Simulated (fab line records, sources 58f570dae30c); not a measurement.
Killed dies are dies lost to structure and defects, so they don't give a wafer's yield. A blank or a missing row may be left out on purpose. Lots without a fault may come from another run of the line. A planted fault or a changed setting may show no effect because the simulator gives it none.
fab line records | flow berkeley_cmos170
record lots=5 wafers=23
route steps=331 shown ZERO@7 PWELL@49 WELLDRIVE@56 ACTIVE@62 PFIELD@86 GATE@127 NLDD@166 PSD@176 NSD@191 SILICIDE@211 CONTACT@228
start_h: hours from the record's first day to the start of the lot's first wafer shown | wait_h: hours since the lot's step before | " the same as in the row above | L1.1+2: a row that stands for several wafers | - no value, or no start given | * or withheld: withheld | < > ~ a bound
route shown NAME@n: a module of which the file shows steps, and the number in the route of the first | usual: mean/standard deviation of fault-free wafers | same: alike in all rows | chamber/n: place in a boat | sites: the reading at each site | _std_site: their standard deviation | _edge_site: outer sites' mean less inner sites' | radius_mm: how far each site lies from the wafer's centre | mask NAME#n: copy n | behind: the tool/chamber that last shaped the wafer | hold: why the lot was held/for how many hours/how that ended | device: the transistor (n, p or np) that didn't switch | end of line: the same wafers' tests at the end of the route | a step without rows: its recipe alone | killed: dies lost to structure and defects at the first sort, not the wafer's yield | map: a wafer's dies, x killed, . not, _ none there
set.NAME: the setting as run; set.NAME@STEP: as run at that earlier step | model.NAME: the simulator's own value behind a step, which no gauge read
lots whose settings were changed on purpose; a table a step, a row a wafer
## steps
# step UCB170_ZERO_COAT_01
# recipe resist=KrF spin_rpm=1500 resist_thk_nm=900
# columns lot.wafer tool chamber start_h wait_h set.spin_rpm model.KrF_of_ZERO_COAT_01.thk_nm
L076.1 litho_track-03 0 30.17 0.1 1500 902
L076.2 " 0 " " 1413 929.8
L076.3 " 0 " " 1413 927
L076.4 " 0 " " 1500 901.3
L076.5 " 0 " " 1413 927.3
L080.2 litho_track-04 0 48.24 0.1 1500 900.7
L080.3 " 0 " " 1500 900.8
L080.6 " 0 " " 1500 899.1
L081.1 litho_track-03 0 56.75 0.1 1500 899.4
L081.3 " 0 " " 1500 898.6
L081.4 " 0 " " 1500 902.6
L081.5+6 " 0 " " 1500 899.7
L084.1 litho_track-04 0 67.54 0.1 1500 901.9
L084.2 " 0 " " 1500 901.4
L084.3 " 0 " " 1500 903.5
L084.4 " 0 " " 1500 901.5
L084.6 " 0 " " 1500 903.1
L085.1 litho_track-03 0 74.21 0.1 1500 900.3
L085.2 " 0 " " 1538 888.8
L085.3 " 0 " " 1538 890.7
L085.4 " 0 " " 1500 902.2
L085.6 " 0 " " 1500 902.7
# step UCB170_ZERO_ETCH_06
# recipe chemistry=CHF3/CF4/Ar target=SiO2 time_s=12 pressure_mtorr=100 rf_w=500 CHF3_flow_sccm=50 cf4_flow_sccm=10 Ar_flow_sccm=120 over_etch_frac=1.58
# columns lot.wafer tool chamber start_h wait_h set.rf_w
L076.1+3+5 rie_diel-04 0,3,1 31.09 - 452.8
L076.2+4 " 1,2 " " 500
L080.2+3+6 rie_diel-04 0,2,0 49.12 - 500
L081.1+4+6 rie_diel-04 1,2,0 57.61 - 518.1
L081.3+5 " 0,1 " " 500
L084.1+2+3+4+6 rie_diel-01 3,2,1,0,3 68.23 - 500
L085.1+2 rie_diel-03 1,0 74.90 - 459.7
L085.3+4+6 " 2,3,0 " " 500
# step UCB170_ZERO_STRIP_07
# recipe chemistry=O2 power_w=400 pressure_mtorr=3500 platen_temp_c=withheld o2_flow_sccm=400 overash_fraction=0.5
# usual strip_time_to_endpoint_s=21.51/0.045
# columns lot.wafer tool chamber start_h wait_h set.spin_rpm@ZERO_COAT_01 strip_time_to_endpoint_s
L076.1 plasma_asher-03 1 31.12 0.0 1500 21.54
L076.2 " 0 " " 1413 22.19
L076.3 " 0 " " 1413 22.13
L076.4 " 1 " " 1500 21.51
L076.5 " 1 " " 1413 22.15
L080.2 plasma_asher-01 0 49.14 0.0 1500 21.50
L080.3 " 1 " " 1500 21.50
L080.6 " 1 " " 1500 21.46
L081.1 plasma_asher-01 1 57.64 0.0 1500 21.44
L081.3 " 1 " " 1500 21.46
L081.4 " 0 " " 1500 21.53
L081.5 " 0 " " 1500 21.47
L081.6 " 1 " " 1500 21.47
L084.1 plasma_asher-01 0 68.26 0.0 1500 21.51
L084.2 " 1 " " 1500 21.50
L084.3 " 1 " " 1500 21.56
L084.4 " 0 " " 1500 21.50
L084.6 " 1 " " 1500 21.54
L085.1 plasma_asher-02 0 74.93 0.0 1500 21.51
L085.2 " 1 " " 1538 21.24
L085.3 " 0 " " 1538 21.26
L085.4 " 1 " " 1500 21.53
L085.6 " 0 " " 1500 21.54
# step UCB170_PWELL_IMPLANT_15
# recipe species=B dose_cm2=5e+12 energy_kev=60 tilt_deg=7
# columns lot.wafer tool chamber start_h wait_h set.energy_kev model.implant.drp_nm model.implant.rp_nm
L076.1+2+3+4+5 implanter-01 0 67.07 0.1 60 64.7 192.6
L080.2+3+6 implanter-03 0 81.00 0.1 60 64.7 188.4
L081.1+3+4+5+6 implanter-04 0 90.48 0.1 60 64.7 189.6
L084.1+2 implanter-01 0 94.27 0.1 62.8 66.27 200.6
L084.3+4+6 " 0 " " 60 64.7 189.5
L085.1+3+4 implanter-04 0 102.04 0.1 57.54 63.27 183.2
L085.2+6 " 0 " " 60 64.7 190.4
# step UCB170_WELLDRIVE_OXIDATION_01
# recipe temp_c=1100 ambient=O2 target_thk_a=1990 ox_time_s=9000
# columns lot.wafer tool chamber start_h wait_h set.ox_time_s model.SiO2_of_WELLDRIVE_OXIDATION_01.thk_nm
L076.1 - - - 2.3 10230 216.1
L076.2 " - " " 10230 215.9
L076.3 " - " " 10230 218.2
L076.4+5 " - " " 10230 217.8
L080.2 furnace-04 0 89.06 3.2 9000 200.7
L080.3 " 0 " " 9000 199.1
L080.6 " 0 " " 9000 197.9
L081.1+4 - - - 1.9 9620 206.6
L081.3 " - " " 9620 205
L081.5 " - " " 9620 205.5
L081.6 " - " " 9620 208.8
L084.1 - - - 3.9 7954 187.5
L084.2 " - " " 7954 187.6
L084.3 " - " " 7954 186.8
L084.4 " - " " 7954 186.1
L084.6 " - " " 7954 183.3
L085.1 - - - 2.7 9928 213.6
L085.2 " - " " 9928 210.3
L085.3 " - " " 9928 215
L085.4 " - " " 9928 213
L085.6 " - " " 9928 209.6
# step UCB170_WELLDRIVE_THK_MEAS_02
# recipe reads=SiO2_of_WELLDRIVE_OXIDATION_01
# usual WELLDRIVE_OXIDE_THK=199.4/2.3
# columns lot.wafer tool chamber start_h wait_h set.ox_time_s@WELLDRIVE_OXIDATION_01 WELLDRIVE_OXIDE_THK[nm]
L076.1 film_metro-03 - - - 10230 216.1
L076.2 " - " " 10230 216.1
L076.3 " - " " 10230 218.2
L076.4 " - " " 10230 217.8
L076.5 " - " " 10230 217.8
L080.2 film_metro-02 - 92.57 0.0 9000 200.9
L080.3 " - " " 9000 199.0
L080.6 " - " " 9000 198.0
L081.1 film_metro-01 - - - 9620 206.5
L081.3 " - " " 9620 205.0
L081.4 " - " " 9620 206.6
L081.5 " - " " 9620 205.5
L081.6 " - " " 9620 208.8
L084.1 film_metro-02 - - - 7954 187.4
L084.2 " - " " 7954 187.6
L084.3 " - " " 7954 186.6
L084.4 " - " " 7954 186.2
L084.6 " - " " 7954 183.3
L085.1 film_metro-01 - - - 9928 213.7
L085.2 " - " " 9928 210.3
L085.3 " - " " 9928 215.0
L085.4 " - " " 9928 213.1
L085.6 " - " " 9928 209.5
# step UCB170_ACTIVE_OXIDATION_02
# recipe temp_c=1000 ambient=O2 target_thk_a=264 ox_time_s=1260
# columns lot.wafer tool chamber start_h wait_h set.temp_c model.SiO2_of_ACTIVE_OXIDATION_02.thk_nm
L076.1 - - - 3.8 973.6 19.94
L076.2 " - " " 973.6 20.32
L076.3 " - " " 973.6 20.63
L076.4 " - " " 973.6 20.18
L076.5 " - " " 973.6 20.54
L080.2 furnace-04 0 98.56 1.8 1000 25.68
L080.3 " 0 " " 1000 25.87
L080.6 " 0 " " 1000 25.65
L081.1 - - - 3.2 1000 26.86
L081.3 " - " " 1000 26.49
L081.4 " - " " 1000 25.99
L081.5 " - " " 1000 26.18
L081.6 " - " " 1000 26.11
L084.1 - - - 1.4 1000 26.15
L084.2 " - " " 1000 26.64
L084.3 " - " " 1000 26.45
L084.4 " - " " 1000 26.54
L084.6 " - " " 1000 25.99
L085.1 - - - 1.2 1000 26.11
L085.2+4 " - " " 1000 25.72
L085.3+6 " - " " 1000 25.9
# step UCB170_ACTIVE_THK_MEAS_03
# recipe reads=SiO2_of_ACTIVE_OXIDATION_02
# usual ACTIVE_OXIDE_THK=26.1/0.34
# columns lot.wafer tool chamber start_h wait_h set.temp_c@ACTIVE_OXIDATION_02 ACTIVE_OXIDE_THK[nm]
L076.1 film_metro-04 - - - 973.6 20.0
L076.2 " - " " 973.6 20.3
L076.3 " - " " 973.6 20.6
L076.4 " - " " 973.6 20.2
L076.5 " - " " 973.6 20.6
L080.2 film_metro-02 - 99.92 0.0 1000 25.7
L080.3 " - " " 1000 25.9
L080.6 " - " " 1000 25.6
L081.1 film_metro-04 - - - 1000 26.8
L081.3 " - " " 1000 26.5
L081.4 " - " " 1000 26.0
L081.5 " - " " 1000 26.2
L081.6 " - " " 1000 26.1
L084.1 film_metro-03 - - - 1000 26.2
L084.2 " - " " 1000 26.7
L084.3 " - " " 1000 26.4
L084.4 " - " " 1000 26.5
L084.6 " - " " 1000 26.0
L085.1 film_metro-02 - - - 1000 26.1
L085.2 " - " " 1000 25.7
L085.3 " - " " 1000 25.9
L085.4 " - " " 1000 25.7
L085.6 " - " " 1000 25.8
# step UCB170_ACTIVE_SOFTBAKE_09
# recipe resist=KrF temp_c=130 time_s=60
# columns lot.wafer tool chamber start_h wait_h set.time_s
L076.1+3 litho_track-01 0 92.25 0.1 60
L076.2+4+5 " 0 " " 63.46
L080.2+3+6 litho_track-04 0 105.03 0.1 60
L081.1+3+4+5+6 litho_track-02 0 118.03 0.1 60
L085.1+3 litho_track-01 0 128.85 0.1 60
L085.2+4+6 " 0 " " 53.72
L084.1+3+4 litho_track-04 0 128.93 0.1 51.72
L084.2+6 " 0 " " 60
# step UCB170_ACTIVE_EXPOSE_10
# recipe mask_id=ACTIVE target_cd_nm=1200 na=0.5 sigma_outer=0.6 source_shape=conventional dose_mj=20
# step UCB170_ACTIVE_PEB_11
# recipe peb_temp_c=130 peb_time_s=withheld resist=KrF
# step UCB170_ACTIVE_ETCH_15
# recipe chemistry=CH3F/Ar/O2 target=Si3N4 stop_on=SiO2 CH3F_flow_sccm=20 Ar_flow_sccm=50 O2_flow_sccm=7 pressure_mtorr=50 rf_w=450 target_depth_a=2420 over_etch_frac=0.1 time_s=151
# columns lot.wafer tool chamber start_h wait_h set.temp_c@ACTIVE_OXIDATION_02 model.SiO2_of_ACTIVE_OXIDATION_02.thk_nm
L076.1 rie_diel-03 0 93.07 0.0 973.6 15.13
L076.2 " 2 " " 973.6 16.58
L076.3 " 1 " " 973.6 17
L076.4 " 1 " " 973.6 16.5
L076.5 " 0 " " 973.6 15.74
L080.2 rie_diel-04 1 106.06 0.0 1000 21.91
L080.3 " 2 " " 1000 22.14
L080.6 " 1 " " 1000 21.92
L081.1 rie_diel-03 2 119.08 0.0 1000 23.12
L081.3 " 3 " " 1000 22.89
L081.4 " 1 " " 1000 22.4
L081.5 " 0 " " 1000 21.37
L081.6 " 1 " " 1000 22.54
L085.1 rie_diel-02 3 129.67 0.0 1000 22.45
L085.2 " 2 " " 1000 20.83
L085.3 " 0 " " 1000 22.18
L085.4 " 1 " " 1000 22.08
L085.6 " 2 " " 1000 21.01
L084.1 rie_diel-03 1 129.79 0.0 1000 22.63
L084.2 " 0 " " 1000 21.86
L084.3 " 2 " " 1000 22.7
L084.4 " 3 " " 1000 22.96
L084.6 " 2 " " 1000 22.25
# step UCB170_PFIELD_IMPLANT_07
# recipe species=B dose_cm2=2e+13 energy_kev=80 tilt_deg=7
# columns lot.wafer tool chamber start_h wait_h set.energy_kev model.implant.rp_nm model.implant.drp_nm
L076.1+5 implanter-03 0 97.17 0.0 80 265.9 74.86
L076.2+3+4 " 0 " " 75.67 254.4 72.85
L080.2+3+6 implanter-01 0 108.29 0.0 80 259.7 74.86
L081.1+5+6 implanter-03 0 120.63 0.0 80 253.3 74.86
L081.3+4 " 0 " " 75.64 242.4 72.83
L085.1+6 implanter-01 0 131.82 0.0 80 264.4 74.86
L085.2+3+4 " 0 " " 83.35 273.6 76.31
L084.1+2+3 implanter-03 0 132.07 0.0 80 266.5 74.86
L084.4+6 " 0 " " 76.25 256.6 73.13
# step UCB170_GATE_OXIDATION_01
# recipe temp_c=850 ambient=O2 target_thk_a=66 ox_time_s=1800
# columns lot.wafer tool chamber start_h wait_h set.ox_time_s model.SiO2_of_GATE_OXIDATION_01.thk_nm
L076.1 - - - 3.0 1913 6.934
L076.2 " - " " 1913 6.865
L076.3 " - " " 1913 6.77
L076.4 " - " " 1913 6.888
L076.5 " - " " 1913 6.953
L080.2 furnace-02 0 142.68 2.6 1800 6.696
L080.3 " 0 " " 1800 6.536
L080.6 " 0 " " 1800 6.551
L081.1 - - - 3.5 2059 6.923
L081.3 " - " " 2059 6.783
L081.4 " - " " 2059 6.866
L081.5 " - " " 2059 6.966
L081.6 " - " " 2059 6.848
L085.1 - - - 1.2 1657 5.908
L085.2 " - " " 1657 6.016
L085.3 " - " " 1657 6.013
L085.4 " - " " 1657 5.988
L085.6 " - " " 1657 6.033
L084.1 - - - 2.0 1800 6.395
L084.2 " - " " 1800 6.431
L084.3 " - " " 1800 6.364
L084.4 " - " " 1800 6.375
L084.6 " - " " 1800 6.411
# step UCB170_NLDD_IMPLANT_08
# recipe species=As dose_cm2=5e+13 energy_kev=30 tilt_deg=7 rotation_deg=0
# columns lot.wafer tool chamber start_h wait_h set.energy_kev model.implant.rp_nm model.implant.drp_nm
L076.1+4+5 implanter-03 0 144.79 0.0 28.99 20.98 9.374
L076.2+3 " 0 " " 30 21.53 9.611
L080.2+3+6 implanter-02 0 156.63 0.0 30 21.23 9.611
L081.1+4 implanter-01 0 169.00 0.0 30.57 21.97 9.744
L081.3+5+6 " 0 " " 30 21.66 9.611
L085.1+2+6 implanter-02 0 181.16 0.0 30 21.82 9.611
L085.3+4 " 0 " " 31 22.38 9.844
L084.1+4+6 implanter-03 0 181.33 0.0 30 20.75 9.611
L084.2+3 " 0 " " 30.77 21.16 9.791
# step UCB170_PSD_COAT_01
# recipe resist=KrF spin_rpm=1500 resist_thk_nm=900
# columns lot.wafer tool chamber start_h wait_h set.spin_rpm model.KrF_of_PSD_COAT_01.thk_nm
L076.1 litho_track-01 0 150.42 0.1 1500 900.7
L076.2 " 0 " " 1500 902
L076.3 " 0 " " 1500 901.6
L076.4 " 0 " " 1500 901.8
L076.5 " 0 " " 1500 904.8
L080.2 litho_track-04 0 160.88 0.1 1500 902.1
L080.3 " 0 " " 1500 901.5
L080.6 " 0 " " 1500 901.2
L081.1 litho_track-01 0 175.14 0.1 1500 901.6
L081.3 " 0 " " 1500 903.1
L081.4 " 0 " " 1500 899.5
L081.5 " 0 " " 1393 934.1
L081.6 " 0 " " 1393 936.2
L085.1 litho_track-01 0 188.98 0.1 1500 897.1
L085.2 " 0 " " 1537 889.9
L085.3 " 0 " " 1500 900
L085.4 " 0 " " 1500 896.5
L085.6 " 0 " " 1537 887.4
L084.1 litho_track-03 0 189.17 0.1 1500 900.3
L084.2 " 0 " " 1466 912.5
L084.3 " 0 " " 1500 898.5
L084.4 " 0 " " 1500 901.9
L084.6 " 0 " " 1466 912.4
# step UCB170_NSD_PEB_04
# recipe peb_temp_c=130 peb_time_s=withheld resist=KrF
# columns lot.wafer tool chamber start_h wait_h set.peb_temp_c
L076.1+2+5 litho_track-01 0 153.75 0.1 132.2
L076.3+4 " 0 " " 130
L080.2+3+6 litho_track-02 0 164.95 0.7 130
L081.1+3+5 litho_track-01 0 178.63 0.6 132.4
L081.4+6 " 0 " " 130
L085.1+2 litho_track-04 0 191.43 0.3 133.8
L085.3+4+6 " 0 " " 130
L084.1+3 litho_track-04 0 191.81 0.1 130
L084.2+4+6 " 0 " " 128.4
# step UCB170_NSD_DEVELOP_05
# recipe developer=TMAH develop_time_s=45 resist=KrF dev_temp_c=21
# step UCB170_NSD_CD_MEAS_06
# recipe target_cd_nm=1200
# usual cd_nm=1200.1/1.3
# columns lot.wafer tool chamber start_h wait_h set.peb_temp_c@NSD_PEB_04 cd_nm
L076.1 cd_sem-01 - 154.02 - 132.2 1214.9
L076.2 " - " " 132.2 1215.8
L076.3 " - " " 130 1201.4
L076.4 " - " " 130 1201.5
L076.5 " - " " 132.2 1216.1
L080.2 cd_sem-01 - 165.22 - 130 1201.0
L080.3 " - " " 130 1199.9
L080.6 " - " " 130 1201.6
L081.1 cd_sem-01 - 178.91 - 132.4 1214.4
L081.3 " - " " 132.4 1214.8
L081.4 " - " " 130 1201.0
L081.5 " - " " 132.4 1215.0
L081.6 " - " " 130 1200.0
L085.1 cd_sem-02 - 191.71 - 133.8 1221.1
L085.2 " - " " 133.8 1220.7
L085.3 " - " " 130 1199.2
L085.4 " - " " 130 1199.5
L085.6 " - " " 130 1198.6
L084.1 cd_sem-01 - 192.08 - 130 1199.9
L084.2 " - " " 128.4 1187.7
L084.3 " - " " 130 1197.4
L084.4 " - " " 128.4 1187.6
L084.6 " - " " 128.4 1187.5
# step UCB170_SILICIDE_SPUTTER_01
# recipe material=Ti target_thk_nm=30 time_s=25 power_w=1500 chamber_pressure_pa=0.5
# columns lot.wafer tool chamber start_h wait_h set.power_w
L076.1+2 pvd_sputter-02 - 156.07 0.0 1500
L076.3+4+5 " - " " 1429
L080.2+3+6 pvd_sputter-01 - 167.89 0.0 1500
L081.1+3+6 pvd_sputter-01 - 180.96 0.0 1423
L081.4+5 " - " " 1500
L085.1+2+3+4+6 pvd_sputter-04 - 193.75 0.0 1500
L084.1+2+3+4+6 pvd_sputter-04 - 194.23 0.0 1500
# step UCB170_SILICIDE_THK_MEAS_03
# recipe thk_meas_gauge=xrf reads=Ti_of_SILICIDE_SPUTTER_01
# usual SILICIDE_TI_THK=29.6/0.48
# columns lot.wafer tool chamber start_h wait_h set.power_w@SILICIDE_SPUTTER_01 SILICIDE_TI_THK[nm]
L076.1 film_metro-02 - 156.22 0.1 1500 30.4
L076.2 " - " " 1500 30.0
L076.3 " - " " 1429 28.6
L076.4 " - " " 1429 28.3
L076.5 " - " " 1429 28.7
L080.2 film_metro-02 - 168.05 0.1 1500 29.1
L080.3 " - " " 1500 29.3
L080.6 " - " " 1500 29.1
L081.1 film_metro-01 - 181.11 0.1 1423 27.8
L081.3 " - " " 1423 28.0
L081.4 " - " " 1500 29.2
L081.5 " - " " 1500 29.3
L081.6 " - " " 1423 27.8
L085.1 film_metro-01 - 193.90 0.1 1500 29.5
L085.2 " - " " 1500 30.1
L085.3 " - " " 1500 30.6
L085.4 " - " " 1500 29.9
L085.6 " - " " 1500 30.5
L084.1 film_metro-02 - 194.38 0.1 1500 30.1
L084.2 " - " " 1500 29.7
L084.3 " - " " 1500 29.2
L084.4 " - " " 1500 28.9
L084.6 " - " " 1500 29.9
# step UCB170_CONTACT_EXPOSE_12
# recipe mask_id=CONT target_cd_nm=700 na=0.5 sigma_outer=0.6 source_shape=conventional dose_mj=35
# columns lot.wafer tool chamber start_h wait_h mask set.dose_mj
L076.1+3+4 krf_scanner-02 0 162.42 - CONT#0 35
L076.2+5 " 0 " " CONT#0 33.38
L080.2+3+6 krf_scanner-02 0 173.40 - CONT#0 35
L081.1+4+6 krf_scanner-01 0 186.20 - CONT#0 35
L081.3+5 " 0 " " CONT#0 36.54
L085.1+6 krf_scanner-02 0 197.89 - CONT#0 35
L085.2+3+4 " 0 " " CONT#0 32.74
L084.1+3+4 krf_scanner-01 0 201.54 - CONT#0 35
L084.2+6 " 0 " " CONT#0 36.6
## key
split step=UCB170_ZERO_COAT_01 setting=spin_rpm stated=1500 by=wafer
response step=UCB170_ZERO_COAT_01 reading=model.KrF_of_ZERO_COAT_01.thk_nm change=-4.57 per=1% r=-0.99
response step=UCB170_ZERO_STRIP_07 reading=strip_time_to_endpoint_s change=* per=1% r=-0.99
split step=UCB170_ZERO_ETCH_06 setting=rf_w stated=500 by=wafer
response none clear
split step=UCB170_PWELL_IMPLANT_15 setting=energy_kev stated=60 by=wafer
response step=UCB170_PWELL_IMPLANT_15 reading=model.implant.drp_nm change=+0.341 per=1% r=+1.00
response step=UCB170_PWELL_IMPLANT_15 reading=model.implant.rp_nm change=+2.11 per=1% r=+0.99
split step=UCB170_WELLDRIVE_OXIDATION_01 setting=ox_time_s stated=9000 by=lot
response step=UCB170_WELLDRIVE_OXIDATION_01 reading=model.SiO2_of_WELLDRIVE_OXIDATION_01.thk_nm change=+1.2 per=1% r=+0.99
response step=UCB170_WELLDRIVE_THK_MEAS_02 reading=WELLDRIVE_OXIDE_THK change=+1.2 per=1% r=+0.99
split step=UCB170_ACTIVE_OXIDATION_02 setting=temp_c stated=1000 by=lot
response step=UCB170_ACTIVE_OXIDATION_02 reading=model.SiO2_of_ACTIVE_OXIDATION_02.thk_nm change=+2.19 per=1% r=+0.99
response step=UCB170_ACTIVE_THK_MEAS_03 reading=ACTIVE_OXIDE_THK change=+2.19 per=1% r=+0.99
response step=UCB170_ACTIVE_ETCH_15 reading=model.SiO2_of_ACTIVE_OXIDATION_02.thk_nm change=+2.27 per=1% r=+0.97
split step=UCB170_ACTIVE_SOFTBAKE_09 setting=time_s stated=60 by=wafer
response none clear
split step=UCB170_PFIELD_IMPLANT_07 setting=energy_kev stated=80 by=wafer
response step=UCB170_PFIELD_IMPLANT_07 reading=model.implant.rp_nm change=+2.09 per=1% r=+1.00
response step=UCB170_PFIELD_IMPLANT_07 reading=model.implant.drp_nm change=+0.366 per=1% r=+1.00
split step=UCB170_GATE_OXIDATION_01 setting=ox_time_s stated=1800 by=lot
response step=UCB170_GATE_OXIDATION_01 reading=model.SiO2_of_GATE_OXIDATION_01.thk_nm change=+0.0412 per=1% r=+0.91
split step=UCB170_NLDD_IMPLANT_08 setting=energy_kev stated=30 by=wafer
response step=UCB170_NLDD_IMPLANT_08 reading=model.implant.rp_nm change=+0.164 per=1% r=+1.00
response step=UCB170_NLDD_IMPLANT_08 reading=model.implant.drp_nm change=+0.0701 per=1% r=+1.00
split step=UCB170_PSD_COAT_01 setting=spin_rpm stated=1500 by=wafer
response step=UCB170_PSD_COAT_01 reading=model.KrF_of_PSD_COAT_01.thk_nm change=-4.69 per=1% r=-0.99
split step=UCB170_NSD_PEB_04 setting=peb_temp_c stated=130 by=wafer
response step=UCB170_NSD_CD_MEAS_06 reading=cd_nm change=+7.81 per=1% r=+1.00
split step=UCB170_SILICIDE_SPUTTER_01 setting=power_w stated=1500 by=wafer
response step=UCB170_SILICIDE_THK_MEAS_03 reading=SILICIDE_TI_THK change=+0.312 per=1% r=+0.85
split step=UCB170_CONTACT_EXPOSE_12 setting=dose_mj stated=35 by=wafer
response none in this file
